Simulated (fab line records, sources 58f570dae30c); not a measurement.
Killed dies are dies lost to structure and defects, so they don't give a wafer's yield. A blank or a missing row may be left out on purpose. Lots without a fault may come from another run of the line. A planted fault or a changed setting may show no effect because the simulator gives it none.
Which tool did it? | flow berkeley_cmos170 | 11 lots, 33 wafers sampled, at 5 steps of a route of 331

WHAT THE GAUGES READ, wafer by wafer
UCB170_NVT_TW_MEAS_09. Usual: NVT_TW 523.3, standard deviation 2.1.
lot  | measured    | on            | NVT_TW            | flag
L337 | day 5 18:35 | film_metro-04 | 518.5 520.7 522.0 |
L339 | day 5 23:57 | film_metro-03 | 522.0 523.8 528.6 |
L340 | day 6 00:07 | film_metro-01 | 523.5 524.1 524.4 |
L338 | day 6 00:16 | film_metro-04 | 519.8 523.3 525.1 |
L343 | day 6 07:38 | film_metro-03 | 522.5 524.5 525.0 |
L347 | day 7 06:20 | film_metro-01 | 526.0 527.3 522.6 |
L345 | day 7 06:40 | film_metro-01 | 525.8 522.1 525.9 |
L351 | day 8 02:47 | film_metro-01 | 521.9 522.8 522.0 |
L352 | day 8 11:08 | film_metro-01 | 522.6 523.7 521.8 |
L353 | day 9 06:29 | film_metro-01 | 524.8 522.0 523.4 |
L360 | day 9 17:26 | film_metro-04 | 521.4 519.6 519.7 |

UCB170_PLDD_CD_MEAS_06: target cd 1200 nm. Usual: cd_nm 1199.8 nm, standard deviation 1.5.
lot  | measured     | on        | cd_nm (nm)           | flag
L337 | day 6 09:41  | cd_sem-02 | 1202.8 1202.1 1202.2 |
L339 | day 6 14:10  | cd_sem-02 | 1199.0 1200.8 1199.8 |
L340 | day 6 14:38  | cd_sem-01 | 1204.5 1202.5 1203.3 |
L338 | day 6 14:04  | cd_sem-01 | 1197.6 1198.9 1198.2 |
L343 | day 7 01:34  | cd_sem-02 | 1197.6 1199.7 1198.7 |
L347 | day 7 20:33  | cd_sem-01 | 1204.3 1218.5 1205.3 | OFF
L345 | day 7 21:12  | cd_sem-02 | 1212.5 1215.9 1205.3 | OFF
L351 | day 8 18:00  | cd_sem-02 | 1199.8 1198.1 1198.6 |
L352 | day 9 02:41  | cd_sem-01 | 1201.3 1199.9 1200.5 |
L353 | day 9 18:17  | cd_sem-01 | 1197.4 1198.0 1196.4 |
L360 | day 10 10:30 | cd_sem-01 | 1202.1 1201.9 1201.6 |

UCB170_CONTACT_THK_MEAS_02. Usual: CONTACT_PSG_THK 703 nm, standard deviation 8.4.
lot  | measured     | on            | CONTACT_PSG_THK (nm) | flag
L337 | day 7 08:30  | film_metro-01 | 717 715 717          |
L339 | day 7 08:30  | film_metro-03 | 712 713 712          |
L340 | day 7 08:34  | film_metro-02 | 711 713 706          |
L338 | day 7 05:17  | film_metro-03 | 694 697 696          |
L343 | day 7 16:11  | film_metro-01 | 709 712 710          |
L347 | day 8 14:16  | film_metro-03 | 702 707 703          |
L345 | day 8 14:16  | film_metro-01 | 706 706 703          |
L351 | day 9 10:45  | film_metro-03 | 694 697 694          |
L352 | day 9 19:46  | film_metro-02 | 690 692 696          |
L353 | day 10 12:06 | film_metro-02 | 700 708 704          |
L360 | day 11 01:38 | film_metro-01 | 697 697 697          |

WHICH TOOL RAN EACH LOT (tool, then ch and the chambers of the sampled wafers, then the start)
lot  | UCB170_PLDD_EXPOSE_03             | UCB170_PLDD_STRIP_10
L337 | krf_scanner-01 ch 0, day 6 08:58  | plasma_asher-03 ch 0,1, day 6 10:08
L339 | krf_scanner-01 ch 0, day 6 13:46  | plasma_asher-04 ch 0,1, day 6 14:37
L340 | krf_scanner-01 ch 0, day 6 14:15  | plasma_asher-02 ch 0,1, day 6 15:04
L338 | krf_scanner-01 ch 0, day 6 13:34  | plasma_asher-02 ch 0,1, day 6 14:31
L343 | krf_scanner-01 ch 0, day 7 00:25  | plasma_asher-04 ch 0,1, day 7 02:00
L347 | krf_scanner-01 ch 0, day 7 20:02  | plasma_asher-03 ch 0,1, day 7 20:59
L345 | krf_scanner-01 ch 0, day 7 20:46  | plasma_asher-03 ch 0,1, day 7 21:38
L351 | krf_scanner-02 ch 0, day 8 17:30  | plasma_asher-02 ch 0,1, day 8 18:27
L352 | krf_scanner-02 ch 0, day 9 02:18  | plasma_asher-02 ch 0,1, day 9 03:08
L353 | krf_scanner-02 ch 0, day 9 17:53  | plasma_asher-04 ch 0,1, day 9 18:43
L360 | krf_scanner-01 ch 0, day 10 10:07 | plasma_asher-03 ch 0,1, day 10 10:56
- UCB170_PLDD_EXPOSE_03: exposes mask PSELECT, target cd 1200 nm.
- UCB170_PLDD_STRIP_10: strips in O2.

WHAT THE TOOLS THEMSELVES READ (means of the sampled wafers that have a number; where no wafer has one, the mark that the record gives instead)
UCB170_PLDD_EXPOSE_03. Usual: exposure_dose_mJ_cm2 30.01, standard deviation 0.034; focus_offset_nm 0.1 nm, standard deviation 0.6; stage_vel_mm_s 499.93 mm/s, standard deviation 0.24.
lot  | tool           | exposure_dose_mJ_cm2 | focus_offset_nm (nm) | stage_vel_mm_s (mm/s) | flag
L337 | krf_scanner-01 | 30.03                | 0.5                  | 500.32                |
L339 | krf_scanner-01 | 29.97                | 0.4                  | 500.07                |
L340 | krf_scanner-01 | 30.04                | 0.5                  | 499.78                |
L338 | krf_scanner-01 | 30.00                | -0.4                 | 499.84                |
L343 | krf_scanner-01 | 30.03                | -0.6                 | 499.96                |
L347 | krf_scanner-01 | 29.43                | -0.1                 | 499.88                | OFF
L345 | krf_scanner-01 | 28.96                | -0.2                 | 499.79                | OFF
L351 | krf_scanner-02 | 29.98                | 0.4                  | 500.09                |
L352 | krf_scanner-02 | 30.00                | 0.0                  | 499.53                |
L353 | krf_scanner-02 | 30.03                | 0.6                  | 499.74                |
L360 | krf_scanner-01 | 30.03                | -0.2                 | 499.77                |

UCB170_PLDD_STRIP_10. Usual: drypump_motor_current_A 5.95 A, standard deviation 0.26; o2_flow_sccm 399.8 sccm, standard deviation 1.3; oes_product_au 0.734 a.u., standard deviation 0.0043; strip_time_to_endpoint_s 21.63 s, standard deviation 0.054.
lot  | tool            | drypump_motor_current_A (A) | o2_flow_sccm (sccm) | oes_product_au (a.u.) | strip_time_to_endpoint_s (s) | flag
L337 | plasma_asher-03 | 5.79                        | 400.8               | 0.731                 | 21.61                        |
L339 | plasma_asher-04 | 6.17                        | 399.5               | 0.732                 | 21.58                        |
L340 | plasma_asher-02 | 5.78                        | 400.7               | 0.736                 | 21.58                        |
L338 | plasma_asher-02 | 6.00                        | 399.5               | 0.738                 | 21.73                        |
L343 | plasma_asher-04 | 6.14                        | 398.4               | 0.739                 | 21.57                        |
L347 | plasma_asher-03 | 5.92                        | 400.9               | 0.735                 | 21.66                        |
L345 | plasma_asher-03 | 5.79                        | 399.7               | 0.737                 | 21.64                        |
L351 | plasma_asher-02 | 6.00                        | 398.7               | 0.732                 | 21.71                        |
L352 | plasma_asher-02 | 5.80                        | 400.0               | 0.731                 | 21.65                        |
L353 | plasma_asher-04 | 6.15                        | 399.3               | 0.735                 | 21.70                        |
L360 | plasma_asher-03 | 5.80                        | 401.1               | 0.733                 | 21.60                        |

THE ANSWER, worked out from the rows above alone
Rule: a lot is off if the mean of its wafers that have a number lies more than 3 standard deviations from the usual mean. A lot without any number at a reading at which 4 lots or more have one is off too. The other lots that the step has rows for count as sound. The gauges are gone through in route order, then the tools' own readings, and for those a lot's mean is taken as printed above. The first step at which some lot is off is used, and at that step the reading that is off furthest; a lot without a number counts as furthest.
Off: L347, L345, at UCB170_PLDD_CD_MEAS_06 (cd_nm).
A tool fits if, at a process step before that reading, it ran every lot that is off, and no sound lot after the first of them. The gauges at UCB170_PLDD_CD_MEAS_06 aren't tried: what is off there is off at UCB170_PLDD_EXPOSE_03 too, on other tools, and a gauge's error can't cause that. None of those tried fits.

WHAT THE SIMULATOR HAD PUT IN
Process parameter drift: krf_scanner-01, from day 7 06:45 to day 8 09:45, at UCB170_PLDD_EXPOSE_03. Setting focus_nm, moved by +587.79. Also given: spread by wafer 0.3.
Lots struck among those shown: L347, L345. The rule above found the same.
